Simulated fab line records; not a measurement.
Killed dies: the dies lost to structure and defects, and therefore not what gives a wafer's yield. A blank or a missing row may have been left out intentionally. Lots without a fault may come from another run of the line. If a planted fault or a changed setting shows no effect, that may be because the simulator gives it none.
Problem report in the 8D (eight disciplines) form, filled by code || flow ritCmos || the parts of the form that need people (team, actions taken, sign-off) are left out

== 1. THE ISSUE ==
Across 9 wafers from 3 lots, NWELL_TW at RIT_NWELL_TW_MEAS_10 averages 1958, while fault-free wafers read 2156 with a standard deviation of 21. Relative to the usual mean, that is a shift of -9.4 standard deviations.
First seen on wafer L929.1, day 6 02:12, on filmMetro-04. The record has a number at this step for 45 wafers belonging to 15 lots. Rule for "out" (also "out of limits"): further than 4 standard deviations from the usual mean. All remaining wafers that have a number are taken as sound.

== 2. WHAT IT IS, AND WHAT IT ISN'T ==
{"question": "which readings at this step", "is": "NWELL_TW", "is not": "-"}
{"question": "which lots", "is": "L929, L930, L931", "is not": "L909, L910, L912, L913, L914, L915, L916, L918, L920, L921, L922, L928"}
{"question": "which wafers of those lots", "is": "all that have a number", "is not": "-"}
{"question": "read on which gauges", "is": "filmMetro-02, filmMetro-04", "is not": "filmMetro-01"}
{"question": "when", "is": "from day 6 02:12", "is not": "up to then (36 sound wafers)"}

== 3. SUSPECTS, AND WHAT RULES EACH OUT ==
Counting: any tool at a process step up to the reading is kept as a suspect provided that every lot that is out went through it and no sound lot did after the first of them.
- the gauge at RIT_NWELL_TW_MEAS_10 has been ruled out. The wafers that are out were read on 2 gauges (filmMetro-02, filmMetro-04).
- implanter-04 at RIT_NWELL_IMPLANT_08: kept. Every lot that is out went through it, starting with L929 (day 6 01:52), and after that it ran no sound lot; the last sound lot it ran before then is L921 (day 4 10:40). Its own readings are out on those wafers: doseIonsCm2, faradayCurrentUA.
The count leaves implanter-04 at RIT_NWELL_IMPLANT_08.

== 4. THE CAUSE (what the simulator had put in) ==
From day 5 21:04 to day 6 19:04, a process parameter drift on implanter-04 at RIT_NWELL_IMPLANT_08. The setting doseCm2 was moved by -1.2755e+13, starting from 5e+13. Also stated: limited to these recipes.
Only this tool survived the counting.

== 5. SEQUENCE OF EFFECTS, ordered by route ==
Each row: a reading where the mean over the struck wafers with a number is more than 3 standard deviations away from the usual. Only readings for which the record gives a usual standard deviation are gone through. hours: the time from each lot's start at the first step in this table that gives one to its start at this step, as a median over the lots. sigmas: the change in usual standard deviations.
{"hours": 0, "step": "RIT_NWELL_IMPLANT_08", "reading": "doseIonsCm2", "usual": 5.001e+13, "on struck wafers": 3.724e+13, "change": -1.277e+13, "sigmas": "-99 or more"}
{"hours": 0, "step": "RIT_NWELL_IMPLANT_08", "reading": "faradayCurrentUA", "usual": 158, "on struck wafers": 117, "change": -41, "sigmas": -13}
{"hours": 0, "step": "RIT_NWELL_TW_MEAS_10", "reading": "NWELL_TW", "usual": 2156, "on struck wafers": 1958, "change": -198, "sigmas": -9.4}
{"hours": 7, "step": "RIT_WELLDRIVE_RS_MEAS_01", "reading": "NWELL_RS", "usual": "275.5 ohm/sq", "on struck wafers": 330.5, "change": "+55.0", "sigmas": "+75"}
The process steps in it:
- RIT_NWELL_IMPLANT_08

== 6. WHAT WOULD HAVE CAUGHT IT SOONER ==
The first out-of-limits reading at a measuring or inspecting step in this record came at day 6 02:12, 5 hours after the fault's start at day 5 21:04.
Tool's own readings at RIT_NWELL_IMPLANT_08, doseIonsCm2, faradayCurrentUA: out on all struck wafers the step has rows for; an alarm limit on them would have tripped on the first.
L930, L931, from the lots that are out (3), started RIT_NWELL_IMPLANT_08 on implanter-04 later than day 6 02:12. A hold on the tool at that time would have spared those 2.
